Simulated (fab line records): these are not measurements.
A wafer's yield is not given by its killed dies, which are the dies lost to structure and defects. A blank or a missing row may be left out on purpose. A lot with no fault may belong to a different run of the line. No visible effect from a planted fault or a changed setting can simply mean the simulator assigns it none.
2 desks, one fault ; flow berkeleyCmos170 ; each desk holds nothing but its own numbers, with what lay behind them at the end

== AT THE TOOL OWNER'S DESK: implanter-04 ==
For each lot that ran on this tool, the mean over its sampled wafers that have a number, from the tool's own readings at UCB170_NLDD_IMPLANT_08. If a lot's mean is further than 4 standard deviations from the usual mean, the lot is out of limits and carries the mark OUT (the distance appears in the brackets).
Columns: A = doseIonsCm2 at UCB170_NLDD_IMPLANT_08, usual 5e+13; B = faradayCurrentUA at UCB170_NLDD_IMPLANT_08, usual 158
lot;first seen here;A;B
L845;day 7 23:56;5e+13;156
L848;day 9 03:53;5e+13;161
L851;day 9 21:34;5e+13;160
L856;day 11 03:37;7e+13 (+99 or more) OUT;230 (+23) OUT
L860;day 11 19:55;7e+13 (+99 or more) OUT;227 (+22) OUT
Finding of this desk: L856, L860 out of limits; the first was L856 at day 11 03:37, on doseIonsCm2 at UCB170_NLDD_IMPLANT_08. L845, L848, L851 stayed within limits.

== FROM THE METROLOGY DESK ==
Means of the sampled wafers that have a number, per lot and without regard to the tool the lot ran on: this is what the gauges read. If a lot's mean is further than 4 standard deviations from the usual mean, the lot is out of limits and carries the mark OUT (the distance appears in the brackets).
Columns: A = FIELD_OXIDE_THK at UCB170_FIELD_THK_MEAS_02, usual 560 nm; B = SACOX_OXIDE_THK at UCB170_SACOX_THK_MEAS_02, usual 14.37 nm; C = GATE_OVL at UCB170_GATE_OVL_MEAS_13, usual 3 nm; D = NLDD_TW at UCB170_NLDD_TW_MEAS_11, usual 2222; E = NLDD_RS at UCB170_SDANNEAL_RS_MEAS_05, usual 617.0 ohm/sq
lot;first seen here;A;B;C;D;E
L845;day 5 13:09;562;14.47;6;2247;615.2
L842;day 5 13:10;548;14.45;4;2213;618.0
L844;day 5 13:10;563;14.37;4;2186;615.5
L846;day 6 09:53;555;14.57;2;2184;615.7
L847;day 6 09:53;544;14.41;-1;2215;617.7
L848;day 6 18:46;569;14.09;4;2201;618.1
L850;day 7 01:31;540;14.50;6;2234;618.9
L851;day 7 10:59;564;14.25;1;2219;618.5
L852;day 7 11:00;562;13.98;1;2238;618.6
L856;day 8 21:26;556;14.34;5;2390 (+6.2) OUT;537.1 (-61) OUT
L860;day 9 17:52;549;14.70;9;2383 (+6.0) OUT;536.8 (-62) OUT
L862;day 10 00:43;570;14.46;-0;2195;616.3
L861;day 10 00:46;572;14.78;5;2254;615.5
L864;day 10 08:55;565;14.06;8;2239;617.3
This desk's result: L856, L860 out of limits, first on L856 (NLDD_TW at UCB170_NLDD_TW_MEAS_11), day 11 04:01. L845, L842, L844, L846, L847, L848, L850, L851, L852, L862, L861, L864 stayed within limits.

== ALL TOGETHER ==
The tool owner's desk could have raised an alarm at day 11 03:37, on L856, L860.
The metrology desk could have raised an alarm at day 11 04:01, on L856, L860.
The lots listed all ran UCB170_NLDD_IMPLANT_08 on implanter-04.

== WHAT THE SIMULATOR PUT IN ==
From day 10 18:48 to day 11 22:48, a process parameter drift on implanter-04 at UCB170_NLDD_IMPLANT_08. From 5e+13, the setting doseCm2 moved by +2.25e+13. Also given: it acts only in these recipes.
Lots struck among those shown: L856, L860.
Hours from the fault's start to each desk's first reading out of limits: the tool owner's desk, 9; the metrology desk, 9.
